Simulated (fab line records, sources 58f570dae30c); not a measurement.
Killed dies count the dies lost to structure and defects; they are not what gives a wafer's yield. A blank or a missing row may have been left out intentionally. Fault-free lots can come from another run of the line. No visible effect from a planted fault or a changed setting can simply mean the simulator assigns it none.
Split-lot trial | flow berkeley cmos170 | route with 331 steps; 5 lots, 23 wafers read

== SPLIT DETAILS ==
At UCB170_M1_COAT_04 (resist thk 900 nm), the setting spin rpm was moved away from the recipe's 1500 rpm on 12 of the 23 wafers read, by -5.3% to +6.4%. All remaining wafers had this setting at the recipe value.

The reading comes from the split's own step.

== THE READING ==
KrF_of_M1_COAT_04.thk nm (the simulator's own value, which no gauge read), in nm, at UCB170_M1_COAT_04 (resist thk 900 nm). There is no usual value for it anywhere in the file. The 11 wafers here that ran the recipe average 901.1 nm, standard deviation 3 nm.

wafer  | tool, chamber at the split | spin rpm as run, rpm | against the recipe | KrF_of_M1_COAT_04.thk nm, nm | against lot-mates on the recipe
L076.1 | litho track-02, 0          | 1532                 | +2.1%              | 895.7                        | -7.3
L076.2 | litho track-02, 0          | 1532                 | +2.1%              | 892.6                        | -10.4
L076.3 | litho track-02, 0          | 1532                 | +2.1%              | 894.4                        | -8.6
L076.4 | litho track-02, 0          | 1500                 | recipe             | 902.3                        | -
L076.5 | litho track-02, 0          | 1500                 | recipe             | 903.8                        | -
L075.2 | litho track-03, 0          | 1500                 | recipe             | 903                          | -
L075.3 | litho track-03, 0          | 1576                 | +5.1%              | 883.2                        | -22.3
L075.4 | litho track-03, 0          | 1576                 | +5.1%              | 882.2                        | -23.3
L075.5 | litho track-03, 0          | 1500                 | recipe             | 908.1                        | -
L075.6 | litho track-03, 0          | 1576                 | +5.1%              | 885                          | -20.5
L079.1 | litho track-02, 0          | 1500                 | recipe             | 901.2                        | -
L079.3 | litho track-02, 0          | 1421                 | -5.3%              | 926.2                        | +26.0
L079.4 | litho track-02, 0          | 1421                 | -5.3%              | 924.6                        | +24.4
L079.5 | litho track-02, 0          | 1500                 | recipe             | 899.2                        | -
L079.6 | litho track-02, 0          | 1421                 | -5.3%              | 928.3                        | +28.1
L082.1 | litho track-02, 0          | 1500                 | recipe             | 900.6                        | -
L082.3 | litho track-02, 0          | 1596                 | +6.4%              | 874                          | -25.2
L082.4 | litho track-02, 0          | 1596                 | +6.4%              | 872.3                        | -26.9
L082.5 | litho track-02, 0          | 1500                 | recipe             | 897.8                        | -
L082.6 | litho track-02, 0          | 1596                 | +6.4%              | 873.5                        | -25.7
L084.2 | litho track-04, 0          | 1500                 | recipe             | 899.7                        | -
L084.5 | litho track-04, 0          | 1500                 | recipe             | 899                          | -
L084.6 | litho track-04, 0          | 1500                 | recipe             | 897.4                        | -

FIT RESULTS
A straight line over all 23 wafers: KrF_of_M1_COAT_04.thk nm changes by -4.29 nm for each +1% of spin rpm; r = -0.98; the points scatter about the line by 2.9 nm.
The same after taking each lot's own level away (the mean of its wafers on the recipe; 23 wafers): -4.46 nm for each +1%; r = -0.99; scatter 1.8 nm.
According to that fit, moving spin rpm by its largest amount changes the reading by 29 nm.
The lots' own levels span 898.70 to 905.55 nm, that is 2.3 times the standard deviation above.
The two slopes agree, so the slope changes little with the lot-to-lot level.
Check: for one of the wafers moved furthest among these (+6.4%), held out of the fit, the line's prediction against its lot-mates is -28.2 nm. Against them it came out at -25.2 nm.

== OTHER SPLITS APPLIED TO THESE WAFERS ==
These wafers also went through other splits before the reading. Each is held against what the fit with the lots' levels taken away leaves over:
other split on the same wafers     | wafers away from the commonest value | r with KrF_of_M1_COAT_04.thk nm (lot level and that fit taken away)
UCB170_PSD_IMPLANT_08 dose cm2     | 5                                    | +0.07
UCB170_NSD_IMPLANT_08 energy kev   | 8                                    | +0.15
UCB170_CONTACT_CVD_01 o2 flow sccm | 15                                   | -0.04
UCB170_CONTACT_SOFTBAKE_11 time s  | 7                                    | +0.07

== FILE'S OWN FIT ==
KrF_of_M1_COAT_04.thk nm changes by -4.39 nm for each +1% of spin rpm, r = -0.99.
